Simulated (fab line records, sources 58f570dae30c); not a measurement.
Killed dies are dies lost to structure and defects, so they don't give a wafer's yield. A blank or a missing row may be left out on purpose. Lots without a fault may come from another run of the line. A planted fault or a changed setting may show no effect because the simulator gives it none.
Which tool did it? | flow berkeley_cmos170 | 14 lots, 42 wafers sampled, at 3 steps of a route of 331

WHAT THE GAUGES READ, wafer by wafer
UCB170_ACTIVE_OVL_MEAS_14. Usual: ACTIVE_OVL 0 nm, standard deviation 5.7.
lot  | measured    | on         | ACTIVE_OVL (nm) | flag
L599 | day 5 11:57 | overlay-01 | 3 -4 3          |
L603 | day 6 06:35 | overlay-02 | 2 -1 -11        |
L604 | day 6 15:27 | overlay-02 | -1 -1 -4        |
L605 | day 6 15:23 | overlay-01 | -2 2 1          |
L606 | day 6 15:44 | overlay-02 | 1 3 3           |
L607 | day 6 16:03 | overlay-02 | -12 -11 -2      |
L608 | day 7 17:41 | overlay-01 | 3 -1 1          |
L610 | day 7 18:30 | overlay-01 | -3 3 -1         |
L611 | day 7 18:34 | overlay-02 | 7 8 9           |
L613 | day 7 18:13 | overlay-01 | 4 10 2          |
L619 | day 8 17:38 | overlay-02 | 1 -6 3          |
L620 | day 9 10:07 | overlay-02 | 4 4 6           |
L621 | day 9 10:10 | overlay-01 | 5 4 1           |
L622 | day 9 14:43 | overlay-01 | 0 -7 0          |

WHICH TOOL RAN EACH LOT (tool, then ch and the chambers of the sampled wafers, then the start)
lot  | UCB170_ZERO_ETCH_06               | UCB170_PWELL_STRIP_16
L599 | rie_diel-03 ch 0,1, day 1 23:25   | plasma_asher-01 ch 0,1, day 3 11:13
L603 | rie_diel-04 ch 1,2,3, day 2 21:29 | plasma_asher-02 ch 0,1, day 4 23:13
L604 | rie_diel-04 ch 0,1,2, day 3 05:41 | plasma_asher-02 ch 0,1, day 5 09:36
L605 | rie_diel-03 ch 1,2, day 3 05:55   | plasma_asher-01 ch 0,1, day 5 09:45
L606 | rie_diel-04 ch 1,2,3, day 3 13:00 | plasma_asher-01 ch 0,1, day 5 10:11
L607 | rie_diel-04 ch 1,2,3, day 3 13:14 | plasma_asher-03 ch 0,1, day 5 09:52
L608 | rie_diel-01 ch 1,2,3, day 4 01:43 | plasma_asher-02 ch 0,1, day 6 06:25
L610 | rie_diel-04 ch 0,1,3, day 4 19:21 | plasma_asher-01 ch 0,1, day 6 11:05
L611 | rie_diel-01 ch 1,3, day 4 19:28   | plasma_asher-02 ch 0,1, day 6 10:53
L613 | rie_diel-04 ch 0,2, day 5 06:17   | plasma_asher-01 ch 0,1, day 6 10:48
L619 | rie_diel-01 ch 2,3, day 6 00:20   | plasma_asher-03 ch 0,1, day 7 09:10
L620 | rie_diel-01 ch 0,1,2, day 6 07:24 | plasma_asher-02 ch 0,1, day 7 22:52
L621 | rie_diel-01 ch 1,2,3, day 6 11:04 | plasma_asher-03 ch 0,1, day 7 22:28
L622 | rie_diel-03 ch 1,2,3, day 6 16:36 | plasma_asher-02 ch 0,1, day 8 04:43
- UCB170_ZERO_ETCH_06: etches SiO2 in CHF3/CF4/Ar, time 11.54 s.
- UCB170_PWELL_STRIP_16: strips in O2.

WHAT THE TOOLS THEMSELVES READ (means of the sampled wafers that have a number; where no wafer has one, the mark that the record gives instead)
UCB170_ZERO_ETCH_06. Usual: cf4_flow_sccm 10.00 sccm, standard deviation 0.031; drypump_motor_current_A 5.8 A, standard deviation 0.41; oes_product_au 0.626 a.u., standard deviation 0.0082; throttle_valve_pct 9.27 %, standard deviation 0.094.
lot  | tool        | cf4_flow_sccm (sccm) | drypump_motor_current_A (A) | oes_product_au (a.u.) | throttle_valve_pct (%) | flag
L599 | rie_diel-03 | 10.00                | 5.8                         | 0.635                 | 9.26                   |
L603 | rie_diel-04 | 10.01                | 5.8                         | 0.624                 | 9.23                   |
L604 | rie_diel-04 | 10.02                | 5.7                         | 0.626                 | 9.20                   |
L605 | rie_diel-03 | 9.98                 | 5.5                         | 0.626                 | 9.20                   |
L606 | rie_diel-04 | 10.01                | 5.8                         | 0.624                 | 9.23                   |
L607 | rie_diel-04 | 9.99                 | 5.8                         | 0.617                 | 9.23                   |
L608 | rie_diel-01 | 10.00                | 6.0                         | 0.626                 | 9.33                   |
L610 | rie_diel-04 | 10.00                | 5.7                         | 0.626                 | 9.24                   |
L611 | rie_diel-01 | 9.98                 | 6.2                         | 0.621                 | 9.33                   |
L613 | rie_diel-04 | 9.99                 | 5.7                         | 0.633                 | 9.19                   |
L619 | rie_diel-01 | 10.02                | 6.1                         | 0.621                 | 9.26                   |
L620 | rie_diel-01 | 10.02                | 5.8                         | 0.623                 | 9.34                   |
L621 | rie_diel-01 | 9.99                 | 6.0                         | 0.620                 | 9.34                   |
L622 | rie_diel-03 | 10.00                | 6.0                         | 0.628                 | 9.27                   |

UCB170_PWELL_STRIP_16. Usual: drypump_motor_current_A 5.8 A, standard deviation 0.34; oes_product_au 0.721 a.u., standard deviation 0.0041; strip_time_to_endpoint_s 18.10 s, standard deviation 0.07.
lot  | tool            | drypump_motor_current_A (A) | oes_product_au (a.u.) | strip_time_to_endpoint_s (s) | flag
L599 | plasma_asher-01 | 5.4                         | 0.723                 | 18.05                        |
L603 | plasma_asher-02 | 6.0                         | 0.723                 | 18.04                        |
L604 | plasma_asher-02 | 6.0                         | 0.721                 | 18.16                        |
L605 | plasma_asher-01 | 5.6                         | 0.721                 | 18.12                        |
L606 | plasma_asher-01 | 5.4                         | 0.721                 | 18.12                        |
L607 | plasma_asher-03 | 5.8                         | 0.723                 | 18.20                        |
L608 | plasma_asher-02 | 6.0                         | 0.720                 | 18.10                        |
L610 | plasma_asher-01 | 5.5                         | 0.722                 | 18.14                        |
L611 | plasma_asher-02 | 6.0                         | 0.721                 | 18.18                        |
L613 | plasma_asher-01 | 5.4                         | 0.717                 | 18.05                        |
L619 | plasma_asher-03 | 5.8                         | 0.719                 | 18.02                        |
L620 | plasma_asher-02 | 5.9                         | 0.722                 | 18.06                        |
L621 | plasma_asher-03 | 5.8                         | 0.719                 | 18.00                        |
L622 | plasma_asher-02 | 6.0                         | 0.721                 | 18.07                        |

THE ANSWER, worked out from the rows above alone
Rule: a lot is off if the mean of its wafers that have a number lies more than 3 standard deviations from the usual mean. A lot without any number at a reading at which 4 lots or more have one is off too. The other lots that the step has rows for count as sound. The gauges are gone through in route order, then the tools' own readings, and for those a lot's mean is taken as printed above. The first step at which some lot is off is used, and at that step the reading that is off furthest; a lot without a number counts as furthest.
No lot is off at any reading shown: from this, nothing can be told.

WHAT THE SIMULATOR HAD PUT IN
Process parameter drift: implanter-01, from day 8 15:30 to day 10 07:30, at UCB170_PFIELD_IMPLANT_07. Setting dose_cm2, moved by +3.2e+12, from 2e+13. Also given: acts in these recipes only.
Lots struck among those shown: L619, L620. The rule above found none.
